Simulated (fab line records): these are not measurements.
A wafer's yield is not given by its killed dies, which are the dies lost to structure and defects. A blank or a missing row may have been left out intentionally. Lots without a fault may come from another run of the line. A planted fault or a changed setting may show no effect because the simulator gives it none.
The tool behind it: which one?    flow rit-cmos    15 lots, 45 wafers sampled, at 1 step of a route of 202

## WHAT EACH GAUGE READ, for each wafer
No reading from a measuring or inspecting step in the record can be judged against a usual standard deviation.

## TOOL THAT RAN EACH LOT (tool first, then ch and the chambers of the sampled wafers, then the start)
lot   RIT_FOX1_WET_ETCH_02
L556  wet-bench-04 ch 1, day 1 22:14
L557  wet-bench-04 ch 2, day 2 03:50
L558  wet-bench-02 ch 1, day 2 09:17
L559  wet-bench-02 ch 3, day 2 13:17
L561  wet-bench-01 ch 2, day 2 23:00
L562  wet-bench-04 ch 1, day 3 04:21
L563  wet-bench-01 ch 3, day 3 10:01
L564  wet-bench-02 ch 1, day 3 14:44
L565  wet-bench-04 ch 0, day 3 18:53
L566  wet-bench-04 ch 3, day 3 23:54
L568  wet-bench-04 ch 3, day 4 10:16
L569  wet-bench-02 ch 1, day 4 15:16
L570  wet-bench-04 ch 3, day 4 20:26
L571  wet-bench-04 ch 2, day 5 01:27
L572  wet-bench-02 ch 2, day 5 07:26
- RIT_FOX1_WET_ETCH_02: etches SiO2 in BOE, target depth 350 nm, time 390 s.

## AS READ BY THE TOOLS THEMSELVES (means over the sampled wafers that have a number; for cases with no such wafer, the mark the record gives instead)
RIT_FOX1_WET_ETCH_02.
lot   tool          bath-heat-duty-pct (%)  run-length-s (s)
L556  wet-bench-04  2.1                     415
L557  wet-bench-04  1.8                     421
L558  wet-bench-02  1.6                     415
L559  wet-bench-02  1.9                     415
L561  wet-bench-01  1.9                     418
L562  wet-bench-04  2.0                     416
L563  wet-bench-01  1.3                     425
L564  wet-bench-02  1.7                     422
L565  wet-bench-04  1.7                     417
L566  wet-bench-04  1.7                     426
L568  wet-bench-04  1.7                     418
L569  wet-bench-02  1.7                     414
L570  wet-bench-04  -                       -
L571  wet-bench-04  -                       -
L572  wet-bench-02  -                       -

## THE ANSWER, worked out from the rows above alone
Rule: the lots themselves supply what counts as usual. The widest of any qualifying gaps counts: lots, ordered by their means at a reading, are off when they make up no more than a third of the lots, leave a main group of 4 or more, and stand apart from it by 3 or more times the standard deviation of that group's means. The tables above print the reading to a certain number of digits; a main group whose means all agree to those digits is not used. A lot without any number at a reading at which 4 lots or more have one is off too. All remaining lots with rows at the step are treated as sound. Order of review: gauges by route order, followed by the tools' own readings, for which a lot's mean as printed above is used. The first step at which some lot is off is used, and at that step the reading that is off furthest; a lot without a number counts as furthest.
Off: L570, L571, L572, at RIT_FOX1_WET_ETCH_02 (bath-heat-duty-pct). Without a number there: L570, L571, L572. Main group: mean 1.8 %, sd 0.2.
A tool fits if, at that step or a process step before it, it ran every lot that is off, and no sound lot after the first of them. None of those tried fits.

## WHAT THE SIMULATOR PUT IN
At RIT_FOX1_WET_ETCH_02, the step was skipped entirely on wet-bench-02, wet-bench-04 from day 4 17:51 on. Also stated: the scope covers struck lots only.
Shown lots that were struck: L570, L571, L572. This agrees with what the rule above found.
